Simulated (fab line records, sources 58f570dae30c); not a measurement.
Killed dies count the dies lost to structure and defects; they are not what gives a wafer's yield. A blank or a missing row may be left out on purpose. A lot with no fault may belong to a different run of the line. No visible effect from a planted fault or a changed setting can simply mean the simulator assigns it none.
A struck lot beside a sound one | flow berkeley cmos170 | 14 out of 331 route steps
Sound: the wafers L740.1, L740.4, L740.6. The struck wafers were L739.2, L739.5, L739.6. At the end, the cause is stated.
At each step with rows: each side's tool, then ch and its chambers, then its first start. Under that, the readings that differ: sound wafers | struck wafers | difference of the means | sigmas: that difference in standard deviations of wafers without a fault.
alike: readings whose means differ by less than 2 such deviations, and words and numbers that are the same on both sides. not compared: withheld readings, readings that some wafer has no value for, bounds like >300 that may hide the same value, and numbers for which the record gives no deviation and whose values overlap.
A row with sigmas, a row that says differs or no value, or rows on one side alone: a step with any of these is where the two part. Numbers that don't overlap but have no deviation are shown without sigmas and don't part them. A reading missing from all wafers of one side parts the sides only when that side holds two or more wafers.

first, 2 steps without rows for these wafers: UCB170_CONTACT_CLEAN_00 (cleans in SPM, time 600 s); UCB170_CONTACT_CVD_01 (deposits PSG from SiH4/O2/PH3, target thk 700 nm, time 2820 s).
UCB170_CONTACT_THK_MEAS_02:
  sound on film metro-03 at day 12 01:55; struck on film metro-04 at day 12 04:56
  alike: CONTACT_PSG_THK
then, 3 steps without rows for these wafers: UCB170_CONTACT_HMDS_03 (prime time 60 s); UCB170_CONTACT_COAT_04 (resist thk 900 nm); UCB170_CONTACT_SOFTBAKE_05 (time 60 s).
UCB170_CONTACT_STRIP_06: strips in O2.
  sound on plasma asher-03 ch 1, day 12 02:26; struck on plasma asher-01 ch 0,1, day 12 05:43
  alike: drypump motor current A, oes product au, strip time to endpoint s
  not compared: rf hours counter h
then, 1 step without rows for these wafers: UCB170_CONTACT_CLEAN_07 (cleans in SPM, time 600 s).
UCB170_CONTACT_RTA_08: time 10 s.
  sound on rtp anneal-01 ch 0, day 12 02:50; struck on rtp anneal-02 ch 0, day 12 06:05
  alike: lamp power pct, wafer_temp_C_max
then, 3 steps without rows for these wafers: UCB170_CONTACT_COAT_09; UCB170_CONTACT_COAT_10 (resist thk 900 nm); UCB170_CONTACT_SOFTBAKE_11 (time 60 s).
UCB170_CONTACT_EXPOSE_12: exposes mask CONT, target cd 700 nm.
  sound on krf scanner-02 ch 0, day 12 03:21; struck on krf scanner-01, day 12 07:02
  no value came back on the struck wafers for exposure dose mJ cm2, focus offset nm (nm), na, reticle temp C (C); on the sound wafers exposure dose mJ cm2 reads 34.97 34.99 34.99
  alike: mask
next, for these wafers, 1 step has no rows: UCB170_CONTACT_PEB_13.

== WHERE THEY PART ==
At UCB170_CONTACT_EXPOSE_12 and nowhere else, as far as this record goes.

WHY: what had been put in by the simulator
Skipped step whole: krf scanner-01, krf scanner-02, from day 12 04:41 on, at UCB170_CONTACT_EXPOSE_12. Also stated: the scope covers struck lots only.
